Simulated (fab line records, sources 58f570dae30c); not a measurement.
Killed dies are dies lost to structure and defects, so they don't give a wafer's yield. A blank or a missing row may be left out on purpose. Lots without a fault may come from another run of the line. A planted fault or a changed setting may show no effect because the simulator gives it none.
One fault seen from 2 desks | flow berkeley_cmos170 | each desk has only its own numbers; what lay behind them comes last

THE TOOL OWNER'S DESK: rie_metal-03
The tool's own readings at UCB170_M1_METAL_ETCH_12 (etches Al in Cl2/BCl3, stops on PSG, target depth 780 nm, time 130 s): means of the sampled wafers that have a number, for each lot that ran on this tool. A lot is out of limits, marked OUT, if its mean lies more than 4 standard deviations from the usual mean; the brackets give that distance.
Columns: A = bias_w at UCB170_M1_METAL_ETCH_12, usual 120.0 W; B = drypump_motor_current_A at UCB170_M1_METAL_ETCH_12, usual 5.7 A; C = oes_product_au at UCB170_M1_METAL_ETCH_12, usual 0.851 a.u.; D = rf_fwd_power_W at UCB170_M1_METAL_ETCH_12, usual 597.3 W; E = throttle_valve_pct at UCB170_M1_METAL_ETCH_12, usual 24.27 %
lot  | first seen here | A     | B   | C     | D               | E
L371 | day 7 22:10     | 120.2 | 5.5 | 0.870 | 597.7           | 24.05
L375 | day 8 22:50     | 120.1 | 5.4 | 0.866 | 596.9           | 24.17
L380 | day 9 17:55     | 119.9 | 5.5 | 0.863 | 598.1           | 23.96
L384 | day 10 14:49    | 120.2 | 5.4 | 0.861 | 598.3           | 24.11
L386 | day 11 09:14    | 119.9 | 5.4 | 0.859 | 597.6           | 24.12
L391 | day 12 08:05    | 120.2 | 5.4 | 0.834 | 518.8 (-41) OUT | 24.07
L389 | day 12 13:05    | 120.4 | 5.4 | 0.837 | 515.5 (-43) OUT | 24.04
This desk's finding: out of limits on L389, L391; first on L391, day 12 08:05 (rf_fwd_power_W at UCB170_M1_METAL_ETCH_12). In limits: L371, L375, L380, L384, L386.

THE METROLOGY DESK
What the gauges read, lot by lot, whatever tool the lot ran on: means of the sampled wafers that have a number. A lot is out of limits, marked OUT, if its mean lies more than 4 standard deviations from the usual mean; the brackets give that distance.
Columns: A = cd_nm at UCB170_M1_CD_MEAS_90, usual 700.3 nm
lot  | first seen here | A
L371 | day 7 22:24     | 701.4
L375 | day 8 23:05     | 701.6
L376 | day 9 00:17     | 698.5
L378 | day 9 17:37     | 701.4
L379 | day 9 17:42     | 700.1
L380 | day 9 18:16     | 698.0
L381 | day 9 22:40     | 701.3
L382 | day 10 14:50    | 703.3
L384 | day 10 15:04    | 701.1
L385 | day 11 09:02    | 701.7
L386 | day 11 09:29    | 702.3
L391 | day 12 08:19    | 703.1
L390 | day 12 13:01    | 699.7
L389 | day 12 13:20    | 704.2
This desk's finding: nothing out of limits on any of the 14 lots.

PUT TOGETHER
The tool owner's desk could have raised an alarm at day 12 08:05, on L389, L391.
The metrology desk saw nothing out of limits.
The metrology desk has L389, L391 on record, within its limits.
Of the lots named, all ran UCB170_M1_METAL_ETCH_12 on rie_metal-03.

WHAT THE SIMULATOR HAD PUT IN
Process parameter drift: rie_metal-03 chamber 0, from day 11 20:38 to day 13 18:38, at UCB170_M1_METAL_ETCH_12. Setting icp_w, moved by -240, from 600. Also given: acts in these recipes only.
Lots struck among those shown: L389, L391.
Hours from the fault's start to each desk's first reading out of limits: the tool owner's desk, 11.
